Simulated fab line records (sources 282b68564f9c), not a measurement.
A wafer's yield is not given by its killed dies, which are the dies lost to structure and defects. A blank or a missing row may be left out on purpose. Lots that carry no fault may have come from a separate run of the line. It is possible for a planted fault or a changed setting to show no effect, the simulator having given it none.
Which tool was responsible? | flow rit cmos | Sampling: 14 lots, 42 wafers, 5 of 202 route steps

== WHAT EACH GAUGE READ, for each wafer ==
RIT_PRETRO_OVL_MEAS_06.
lot  | measured    | on         | PRETRO_OVL (nm)
L452 | day 2 10:02 | overlay-01 | 1.9 3.4 1.8
L454 | day 2 18:41 | overlay-01 | 1.3 2.6 0.2
L455 | day 3 04:04 | overlay-02 | 3.0 2.7 -0.4
L456 | day 3 08:44 | overlay-02 | 1.3 -0.2 0.0
L459 | day 3 20:20 | overlay-02 | 1.1 2.1 1.9
L460 | day 4 01:48 | overlay-01 | -2.1 0.4 -0.4
L462 | day 4 11:01 | overlay-01 | 0.4 -0.1 1.3
L463 | day 4 15:29 | overlay-02 | 1.9 -0.5 -0.4
L464 | day 4 21:51 | overlay-01 | -1.9 -0.9 -1.8
L465 | day 5 02:25 | overlay-02 | 0.1 -1.5 0.4
L467 | day 5 12:54 | overlay-02 | 0.6 0.8 -0.5
L468 | day 5 17:09 | overlay-01 | 2.7 2.4 2.0
L473 | day 6 18:01 | overlay-01 | 1.9 -0.5 0.8
L475 | day 7 04:27 | overlay-01 | 0.8 1.3 2.5

RIT_SDANNEAL_RS_MEAS_07: uses a four-point probe to measure.
lot  | measured    | on            | NLDD_RS (ohm/sq)
L452 | day 3 12:20 | film metro-01 | 151.7 151.6 151.7
L454 | day 3 14:21 | film metro-02 | 151.8 152.0 151.7
L455 | day 3 23:42 | film metro-03 | 151.2 151.2 151.3
L456 | day 4 05:04 | film metro-01 | 151.1 151.0 151.2
L459 | day 4 18:49 | film metro-01 | 152.2 152.1 152.1
L460 | day 5 00:29 | film metro-03 | 151.6 151.4 151.3
L462 | day 5 08:11 | film metro-02 | 152.0 151.8 151.8
L463 | day 5 14:13 | film metro-01 | 151.3 151.4 152.3
L464 | day 5 19:00 | film metro-03 | 151.4 150.9 151.1
L465 | day 5 23:20 | film metro-03 | 151.7 151.1 152.3
L467 | day 6 11:03 | film metro-02 | 152.1 152.2 152.3
L468 | day 6 12:54 | film metro-02 | 152.7 151.9 151.9
L473 | day 7 15:56 | film metro-01 | 162.1 162.9 162.4
L475 | day 8 04:43 | film metro-03 | 161.4 162.0 161.3

RIT_CONTACT_OVL_MEAS_09.
lot  | measured    | on         | CONTACT_OVL (nm)
L452 | day 3 14:23 | overlay-02 | 1.1 -0.3 -1.2
L454 | day 3 16:11 | overlay-02 | 0.4 0.2 1.7
L455 | day 4 01:32 | overlay-02 | -2.3 0.6 -1.8
L456 | day 4 06:55 | overlay-01 | 0.6 1.4 2.5
L459 | day 4 20:39 | overlay-02 | 2.8 1.4 0.9
L460 | day 5 02:26 | overlay-01 | 2.7 3.7 1.7
L462 | day 5 10:09 | overlay-02 | 1.9 1.6 4.3
L463 | day 5 16:16 | overlay-02 | 1.8 1.1 2.3
L464 | day 5 20:58 | overlay-01 | 1.2 2.8 2.0
L465 | day 6 01:17 | overlay-01 | 0.1 1.5 1.0
L467 | day 6 13:01 | overlay-02 | 0.0 -1.0 -2.2
L468 | day 6 14:43 | overlay-01 | 2.1 2.6 2.7
L473 | day 7 17:57 | overlay-02 | 1.7 0.4 0.5
L475 | day 8 06:33 | overlay-02 | 0.2 2.6 2.2

RIT_M1_CD_MEAS_09 targets a cd of 2600 nm.
lot  | measured    | on        | cd nm (nm)
L452 | day 3 17:10 | cd sem-01 | 2599.0 2602.5 2597.1
L454 | day 3 18:41 | cd sem-02 | 2599.9 2602.9 2601.4
L455 | day 4 04:06 | cd sem-02 | 2596.2 2598.3 2597.6
L456 | day 4 09:17 | cd sem-02 | 2598.4 2602.4 2601.5
L459 | day 4 23:09 | cd sem-02 | 2597.9 2598.8 2601.4
L460 | day 5 04:56 | cd sem-02 | 2598.5 2598.5 2601.3
L462 | day 5 12:32 | cd sem-02 | 2597.4 2596.2 2596.5
L463 | day 5 18:44 | cd sem-02 | 2598.9 2597.5 2599.7
L464 | day 5 23:37 | cd sem-02 | 2603.4 2603.0 2601.9
L465 | day 6 03:48 | cd sem-02 | 2603.2 2600.8 2600.3
L467 | day 6 15:26 | cd sem-02 | 2605.3 2603.6 2605.0
L468 | day 6 17:07 | cd sem-02 | 2600.3 2601.1 2597.9
L473 | day 7 20:21 | cd sem-02 | 2598.6 2598.8 2600.0
L475 | day 8 09:06 | cd sem-02 | 2600.0 2600.4 2600.6

== WHAT TOOL EACH LOT RAN ON (gives the tool, then ch and the chambers of the sampled wafers, and finally the start) ==
lot  | RIT_NLDD_IMPLANT_08
L452 | implanter-03 ch 0, day 3 02:55
L454 | implanter-02 ch 0, day 3 05:35
L455 | implanter-03 ch 0, day 3 15:19
L456 | implanter-02 ch 0, day 3 20:46
L459 | implanter-02 ch 0, day 4 09:31
L460 | implanter-02 ch 0, day 4 14:58
L462 | implanter-03 ch 0, day 4 22:50
L463 | implanter-02 ch 0, day 5 05:45
L464 | implanter-02 ch 0, day 5 10:40
L465 | implanter-04 ch 0, day 5 15:10
L467 | implanter-04 ch 0, day 6 02:50
L468 | implanter-03 ch 0, day 6 03:11
L473 | implanter-03 ch 0, day 7 06:47
L475 | implanter-03 ch 0, day 7 18:04
- RIT_NLDD_IMPLANT_08

== AS READ BY THE TOOLS THEMSELVES (means over the sampled wafers that have a number; for cases with no such wafer, the mark the record gives instead) ==
RIT_NLDD_IMPLANT_08.
lot  | tool         | dose ions cm2 | faraday current uA
L452 | implanter-03 | 5e+14         | 1594
L454 | implanter-02 | 5e+14         | 1584
L455 | implanter-03 | 5e+14         | 1536
L456 | implanter-02 | 5e+14         | 1577
L459 | implanter-02 | 5e+14         | 1581
L460 | implanter-02 | 5e+14         | 1571
L462 | implanter-03 | 5e+14         | 1557
L463 | implanter-02 | 5e+14         | 1577
L464 | implanter-02 | 5e+14         | 1579
L465 | implanter-04 | 5e+14         | 1578
L467 | implanter-04 | 5e+14         | 1584
L468 | implanter-03 | 5e+14         | 1578
L473 | implanter-03 | 5e+14         | 1466
L475 | implanter-03 | 5e+14         | 1428

== THE ANSWER, worked out from the rows above alone ==
Rule: what is usual is taken from the lots themselves. The widest of any qualifying gaps counts: lots, ordered by their means at a reading, are off when they make up no more than a third of the lots, leave a main group of 4 or more, and stand apart from it by 3 or more times the standard deviation of that group's means. The tables above print the reading to a certain number of digits; a main group whose means all agree to those digits is not used. A lot without any number at a reading at which 4 lots or more have one is off too. The other lots that the step has rows for count as sound. After the gauges, taken in route order, come the tools' own readings; for these a lot's mean is taken, as printed above. At the first step where some lot is off, the reading lying furthest off is the one used; lots without a number count as furthest.
Off: at RIT_SDANNEAL_RS_MEAS_07 (NLDD_RS), L473, L475. Mean 151.7 ohm/sq and standard deviation 0.37 in the main group.
A tool fits if, at a process step before that reading, it ran every lot that is off, and no sound lot after the first of them. The gauges at RIT_SDANNEAL_RS_MEAS_07 aren't tried: what is off there is off at RIT_NLDD_IMPLANT_08 too, on other tools, and a gauge's error can't cause that. One fits: implanter-03 at RIT_NLDD_IMPLANT_08. A fault onset in the window from L468 (day 6 03:11, its last sound lot) to L473 (day 7 06:47, its first lot off) fits.
The tool's own readings at RIT_NLDD_IMPLANT_08 bear it out: on the lots that are off they differ by more than 5 times the standard deviation of the sound lots' means. faraday current uA reads 1447 there against 1575 on the sound lots.

== WHAT WAS PUT IN BY THE SIMULATOR ==
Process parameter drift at RIT_NLDD_IMPLANT_08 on implanter-03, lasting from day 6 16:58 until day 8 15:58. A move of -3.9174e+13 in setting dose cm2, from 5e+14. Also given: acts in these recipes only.
Shown lots that were struck: L473, L475. Same finding as the rule above.
